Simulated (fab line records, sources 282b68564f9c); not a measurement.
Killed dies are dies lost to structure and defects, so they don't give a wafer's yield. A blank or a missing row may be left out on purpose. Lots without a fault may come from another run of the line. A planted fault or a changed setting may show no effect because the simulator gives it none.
Which tool did it? | flow rit_cmos | 14 lots, 42 wafers sampled, at 6 steps of a route of 202

WHAT THE GAUGES READ, wafer by wafer
RIT_GATE_THK_MEAS_09. Usual: GATE_POLY_THK 249.5 nm, standard deviation 2.3.
lot  | measured    | on            | GATE_POLY_THK (nm) | flag
L260 | day 2 13:14 | film_metro-04 | 246.1 246.1 244.5  |
L261 | day 2 17:43 | film_metro-03 | 247.1 249.4 250.7  |
L262 | day 2 22:31 | film_metro-01 | 437.8 436.3 436.4  | OFF
L264 | day 3 07:18 | film_metro-03 | 433.1 432.4 432.4  | OFF
L265 | day 3 13:23 | film_metro-03 | 248.4 250.1 247.2  |
L266 | day 3 18:28 | film_metro-04 | 433.6 434.3 435.2  | OFF
L275 | day 5 14:00 | film_metro-04 | 251.2 251.7 249.1  |
L277 | day 5 23:46 | film_metro-03 | 248.8 248.3 247.2  |
L278 | day 6 05:35 | film_metro-03 | 251.8 250.1 250.0  |
L279 | day 6 10:44 | film_metro-03 | 251.5 248.8 250.7  |
L280 | day 6 15:42 | film_metro-04 | 251.3 250.6 252.0  |
L281 | day 6 21:05 | film_metro-01 | 254.3 252.6 252.9  |
L282 | day 7 00:58 | film_metro-03 | 245.6 245.6 245.3  |
L283 | day 7 08:17 | film_metro-03 | 251.1 250.7 252.3  |

RIT_M1_THK_MEAS_02: measures by xrf. Usual: M1_AL_THK 401 nm, standard deviation 4.7.
lot  | measured    | on            | M1_AL_THK (nm) | flag
L260 | day 3 06:53 | film_metro-01 | 405 406 404    |
L261 | day 3 11:27 | film_metro-02 | 401 400 399    |
L265 | day 4 07:20 | film_metro-02 | 395 396 400    |
L275 | day 6 07:57 | film_metro-02 | 399 399 399    |
L277 | day 6 18:22 | film_metro-01 | 401 402 403    |
L278 | day 7 01:46 | film_metro-01 | 403 398 403    |
L279 | day 7 05:01 | film_metro-02 | 401 398 400    |
L280 | day 7 09:53 | film_metro-04 | 400 403 402    |
L281 | day 7 14:33 | film_metro-01 | 399 393 397    |
L282 | day 7 18:10 | film_metro-04 | 394 395 395    |
L283 | day 8 01:55 | film_metro-04 | 408 410 409    |

WHICH TOOL RAN EACH LOT (tool, then ch and the chambers of the sampled wafers, then the start)
lot  | RIT_GATE_CVD_08            | RIT_GATE_ETCH_19                | RIT_NSD_STRIP_09                    | RIT_CONTACT_STRIP_12
L260 | lpcvd-01 ch 1, day 2 11:37 | rie_si-01 ch 1,2,3, day 2 14:27 | plasma_asher-03 ch 0,1, day 3 00:37 | plasma_asher-03 ch 0,1, day 3 05:50
L261 | lpcvd-01 ch 1, day 2 16:06 | rie_si-02 ch 0,1,2, day 2 19:03 | plasma_asher-04 ch 0,1, day 3 05:42 | plasma_asher-02 ch 0,1, day 3 10:24
L262 | lpcvd-01 ch 1, day 2 20:53 | rie_si-01 ch 0,1,2, day 3 00:01 | -                                   | -
L264 | lpcvd-01 ch 0, day 3 05:41 | rie_si-01 ch 1,2,3, day 3 08:41 | -                                   | -
L265 | lpcvd-02 ch 0, day 3 11:45 | rie_si-02 ch 0,1,3, day 3 14:35 | plasma_asher-04 ch 1, day 4 01:28   | plasma_asher-01 ch 0, day 4 06:16
L266 | lpcvd-01 ch 1, day 3 16:50 | rie_si-01 ch 0,1,2, day 3 19:48 | -                                   | -
L275 | lpcvd-02 ch 0, day 5 12:23 | rie_si-02 ch 0,2,3, day 5 15:28 | plasma_asher-01 ch 0,1, day 6 01:55 | plasma_asher-02 ch 0,1, day 6 06:43
L277 | lpcvd-02 ch 0, day 5 22:10 | rie_si-02 ch 0,1,2, day 6 01:19 | plasma_asher-03 ch 0,1, day 6 12:26 | plasma_asher-03 ch 1, day 6 17:19
L278 | lpcvd-02 ch 1, day 6 03:58 | rie_si-01 ch 0,2,3, day 6 07:04 | plasma_asher-03 ch 0,1, day 6 19:53 | plasma_asher-02 ch 0,1, day 7 00:42
L279 | lpcvd-01 ch 1, day 6 09:07 | rie_si-02 ch 0,2,3, day 6 12:05 | plasma_asher-04 ch 0,1, day 6 22:53 | plasma_asher-02 ch 0,1, day 7 03:56
L280 | lpcvd-02 ch 0, day 6 14:04 | rie_si-01 ch 2,3, day 6 17:20   | plasma_asher-04 ch 0,1, day 7 03:55 | plasma_asher-03 ch 0, day 7 08:49
L281 | lpcvd-01 ch 0, day 6 18:39 | rie_si-02 ch 1,2,3, day 6 22:18 | plasma_asher-01 ch 0,1, day 7 08:49 | plasma_asher-03 ch 0,1, day 7 13:29
L282 | lpcvd-02 ch 1, day 6 23:20 | rie_si-01 ch 0,1, day 7 02:10   | plasma_asher-03 ch 0,1, day 7 12:27 | plasma_asher-03 ch 0,1, day 7 17:07
L283 | lpcvd-02 ch 0, day 7 06:39 | rie_si-02 ch 0,3, day 7 09:39   | plasma_asher-04 ch 0,1, day 7 20:04 | plasma_asher-03 ch 1, day 8 00:50
- RIT_GATE_CVD_08: deposits poly-Si from SiH4, target thk 250 nm, time 2220 s.
- RIT_GATE_ETCH_19: etches poly-Si in SF6/CHF3/O2, stops on SiO2, time 165 s, target depth 312.5 nm.
- RIT_NSD_STRIP_09: strips in O2, time 180 s.
- RIT_CONTACT_STRIP_12: strips in O2, time 180 s.

WHAT THE TOOLS THEMSELVES READ (means of the sampled wafers that have a number; where no wafer has one, the mark that the record gives instead)
RIT_GATE_CVD_08. Usual: pressure_mtorr 299.9 mTorr, standard deviation 0.61; spike_tc_source_C 629.1 C, standard deviation 1.9.
lot  | tool     | pressure_mtorr (mTorr) | spike_tc_source_C (C) | flag
L260 | lpcvd-01 | 299.9                  | 630.3                 |
L261 | lpcvd-01 | 300.1                  | 631.5                 |
L262 | lpcvd-01 | 300.5                  | 631.2                 |
L264 | lpcvd-01 | 299.9                  | 628.6                 |
L265 | lpcvd-02 | 299.4                  | 629.2                 |
L266 | lpcvd-01 | 299.6                  | 630.6                 |
L275 | lpcvd-02 | 299.8                  | 628.3                 |
L277 | lpcvd-02 | 300.4                  | 626.9                 |
L278 | lpcvd-02 | 299.8                  | 626.4                 |
L279 | lpcvd-01 | 299.8                  | 631.1                 |
L280 | lpcvd-02 | 299.8                  | 627.2                 |
L281 | lpcvd-01 | 300.4                  | 628.8                 |
L282 | lpcvd-02 | 299.4                  | 627.1                 |
L283 | lpcvd-02 | 300.0                  | 627.9                 |

RIT_GATE_ETCH_19. Usual: drypump_motor_current_A 5.8 A, standard deviation 0.53; oes_product_au 0.850 a.u., standard deviation 0.015; throttle_valve_pct 10.19 %, standard deviation 0.16.
lot  | tool      | drypump_motor_current_A (A) | oes_product_au (a.u.) | throttle_valve_pct (%) | flag
L260 | rie_si-01 | 5.5                         | 0.843                 | 10.27                  |
L261 | rie_si-02 | 5.8                         | 0.863                 | 10.05                  |
L262 | rie_si-01 | 5.9                         | 1.012                 | 10.32                  | OFF
L264 | rie_si-01 | 5.5                         | 1.017                 | 10.26                  | OFF
L265 | rie_si-02 | 5.7                         | 0.846                 | 10.16                  |
L266 | rie_si-01 | 6.0                         | 1.016                 | 10.32                  | OFF
L275 | rie_si-02 | 5.8                         | 0.844                 | 10.18                  |
L277 | rie_si-02 | 5.8                         | 0.852                 | 10.04                  |
L278 | rie_si-01 | 5.6                         | 0.848                 | 10.20                  |
L279 | rie_si-02 | 5.8                         | 0.839                 | 10.18                  |
L280 | rie_si-01 | 5.2                         | 0.853                 | 10.21                  |
L281 | rie_si-02 | 6.1                         | 0.853                 | 10.08                  |
L282 | rie_si-01 | 6.3                         | 0.849                 | 10.32                  |
L283 | rie_si-02 | 5.8                         | 0.836                 | 10.28                  |

RIT_NSD_STRIP_09. Usual: drypump_motor_current_A 5.5 A, standard deviation 0.45.
lot  | tool            | drypump_motor_current_A (A) | flag
L260 | plasma_asher-03 | 5.5                         |
L261 | plasma_asher-04 | 5.9                         |
L265 | plasma_asher-04 | 5.7                         |
L275 | plasma_asher-01 | 5.6                         |
L277 | plasma_asher-03 | 5.1                         |
L278 | plasma_asher-03 | 5.1                         |
L279 | plasma_asher-04 | 5.8                         |
L280 | plasma_asher-04 | 5.9                         |
L281 | plasma_asher-01 | 5.6                         |
L282 | plasma_asher-03 | 5.5                         |
L283 | plasma_asher-04 | 5.8                         |

RIT_CONTACT_STRIP_12. Usual: drypump_motor_current_A 5.4 A, standard deviation 0.53.
lot  | tool            | drypump_motor_current_A (A) | flag
L260 | plasma_asher-03 | 5.1                         |
L261 | plasma_asher-02 | 5.7                         |
L265 | plasma_asher-01 | 5.4                         |
L275 | plasma_asher-02 | 5.7                         |
L277 | plasma_asher-03 | 4.8                         |
L278 | plasma_asher-02 | 5.7                         |
L279 | plasma_asher-02 | 5.7                         |
L280 | plasma_asher-03 | 5.8                         |
L281 | plasma_asher-03 | 5.1                         |
L282 | plasma_asher-03 | 5.1                         |
L283 | plasma_asher-03 | 4.8                         |

THE ANSWER, worked out from the rows above alone
Rule: a lot is off if the mean of its wafers that have a number lies more than 3 standard deviations from the usual mean. A lot without any number at a reading at which 4 lots or more have one is off too. The other lots that the step has rows for count as sound. The gauges are gone through in route order, then the tools' own readings, and for those a lot's mean is taken as printed above. The first step at which some lot is off is used, and at that step the reading that is off furthest; a lot without a number counts as furthest.
Off: L262, L264, L266, at RIT_GATE_THK_MEAS_09 (GATE_POLY_THK).
A tool fits if, at a process step before that reading, it ran every lot that is off, and no sound lot after the first of them. The gauges at RIT_GATE_THK_MEAS_09 aren't tried: what is off there is off at RIT_GATE_ETCH_19 too, on other tools, and a gauge's error can't cause that. None of those tried fits.

WHAT THE SIMULATOR HAD PUT IN
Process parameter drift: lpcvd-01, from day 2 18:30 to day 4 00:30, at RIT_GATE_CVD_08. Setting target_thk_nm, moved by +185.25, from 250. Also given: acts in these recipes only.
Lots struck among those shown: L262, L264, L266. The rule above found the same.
